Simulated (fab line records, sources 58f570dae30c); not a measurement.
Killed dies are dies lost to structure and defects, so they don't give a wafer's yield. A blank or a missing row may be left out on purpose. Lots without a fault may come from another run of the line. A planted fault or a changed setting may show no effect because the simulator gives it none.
Tool commonality check | flow berkeley_cmos170 | 15 lots, 45 wafers sampled

WHY IT WAS OPENED
At UCB170_PLDD_CD_MEAS_06 the reading cd_nm is flagged on 3 of 15 lots. Wafers without a fault read 1199.6 nm, standard deviation 1.3.
Rule: a lot is flagged when every wafer of it that has a number lies more than 4 standard deviations from that mean, or none has a number. The other lots count as sound.

lot  | measured     | on        | cd_nm (nm), wafer by wafer | flag
L883 | day 7 01:24  | cd_sem-02 | 1197.1 1198.1 1197.1       |
L887 | day 7 16:51  | cd_sem-01 | 1200.1 1198.8 1199.7       |
L885 | day 7 16:52  | cd_sem-02 | 1199.8 1198.7 1199.9       |
L888 | day 8 01:52  | cd_sem-01 | 1200.3 1200.0 1200.2       |
L889 | day 8 02:08  | cd_sem-01 | 1198.6 1198.0 1199.8       |
L890 | day 8 12:14  | cd_sem-01 | 1201.2 1201.6 1200.9       |
L892 | day 8 22:24  | cd_sem-01 | 1118.7 1118.8 1117.7       | FLAGGED
L894 | day 9 06:07  | cd_sem-01 | 1199.1 1199.5 1200.2       |
L893 | day 9 06:26  | cd_sem-01 | 1130.2 1130.9 1131.6       | FLAGGED
L900 | day 10 04:41 | cd_sem-01 | 1199.0 1198.5 1199.4       |
L896 | day 10 05:08 | cd_sem-01 | 1120.6 1121.9 1121.3       | FLAGGED
L903 | day 10 16:43 | cd_sem-01 | 1198.6 1198.6 1198.0       |
L901 | day 10 17:42 | cd_sem-02 | 1199.3 1201.0 1199.5       |
L906 | day 11 17:34 | cd_sem-02 | 1201.3 1200.9 1200.8       |
L904 | day 11 17:51 | cd_sem-02 | 1199.5 1199.7 1199.1       |
The numbers of the flagged lots are 1123.5 nm on average: -76.1 nm against the usual, or -59 standard deviations.

WHICH TOOL RAN EACH LOT
The record holds 1 process step before the reading, out of a route of 331 steps. In each cell: the tool, then ch and the chambers that the sampled wafers went through, then the start.
lot  | flag    | UCB170_PLDD_PEB_04
L883 |         | litho_track-02 ch 0, day 7 01:08
L887 |         | litho_track-04 ch 0, day 7 16:35
L885 |         | litho_track-03 ch 0, day 7 16:36
L888 |         | litho_track-03 ch 0, day 8 01:35
L889 |         | litho_track-02 ch 0, day 8 01:53
L890 |         | litho_track-02 ch 0, day 8 11:59
L892 | FLAGGED | litho_track-02 ch 0, day 8 22:07
L894 |         | litho_track-03 ch 0, day 9 05:51
L893 | FLAGGED | litho_track-02 ch 0, day 9 06:10
L900 |         | litho_track-04 ch 0, day 10 04:25
L896 | FLAGGED | litho_track-02 ch 0, day 10 04:52
L903 |         | litho_track-04 ch 0, day 10 16:26
L901 |         | litho_track-04 ch 0, day 10 17:26
L906 |         | litho_track-03 ch 0, day 11 17:00
L904 |         | litho_track-03 ch 0, day 11 17:00
What these steps do:
- UCB170_PLDD_PEB_04
- UCB170_PLDD_CD_MEAS_06: target cd 1200 nm.

FLAGGED OVER TOTAL, TOOL BY TOOL (the gauges that took the reading come last)
step                   | tool           | lots run | flagged | share of the flagged lots | sound lots run after its first flagged lot
UCB170_PLDD_PEB_04     | litho_track-02 | 6        | 3       | all                       | 0
UCB170_PLDD_PEB_04     | litho_track-03 | 5        | 0       | none                      | -
UCB170_PLDD_PEB_04     | litho_track-04 | 4        | 0       | none                      | -
UCB170_PLDD_CD_MEAS_06 | cd_sem-01      | 10       | 3       | all                       | 3 (L894,L900,L903)
UCB170_PLDD_CD_MEAS_06 | cd_sem-02      | 5        | 0       | none                      | -

WHAT THE TABLE ALLOWS
2 rows of the table ran every flagged lot: litho_track-02 at UCB170_PLDD_PEB_04, cd_sem-01 at UCB170_PLDD_CD_MEAS_06.
- litho_track-02 at UCB170_PLDD_PEB_04: 3 of its 6 lots flagged. Its last sound lot is L890 (day 8 11:59), its first flagged lot L892 (day 8 22:07): a fault that began between those two fits. Its own readings lie more than 4 standard deviations out on every wafer of the flagged lots: heater_power_total_W, plate_temp_C.
- cd_sem-01 at UCB170_PLDD_CD_MEAS_06: 3 of its 10 lots flagged. Sound lots ran on it after the first flagged one (L894, L900, L903), which a lasting fault on the whole tool wouldn't allow.
One tool is left: litho_track-02 at UCB170_PLDD_PEB_04.

WHAT THE SIMULATOR HAD PUT IN
Process parameter drift: litho_track-02, from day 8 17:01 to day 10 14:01, at UCB170_PLDD_PEB_04. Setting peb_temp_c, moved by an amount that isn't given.
Lots struck among those shown: L892, L893, L896. The rule above found the same.
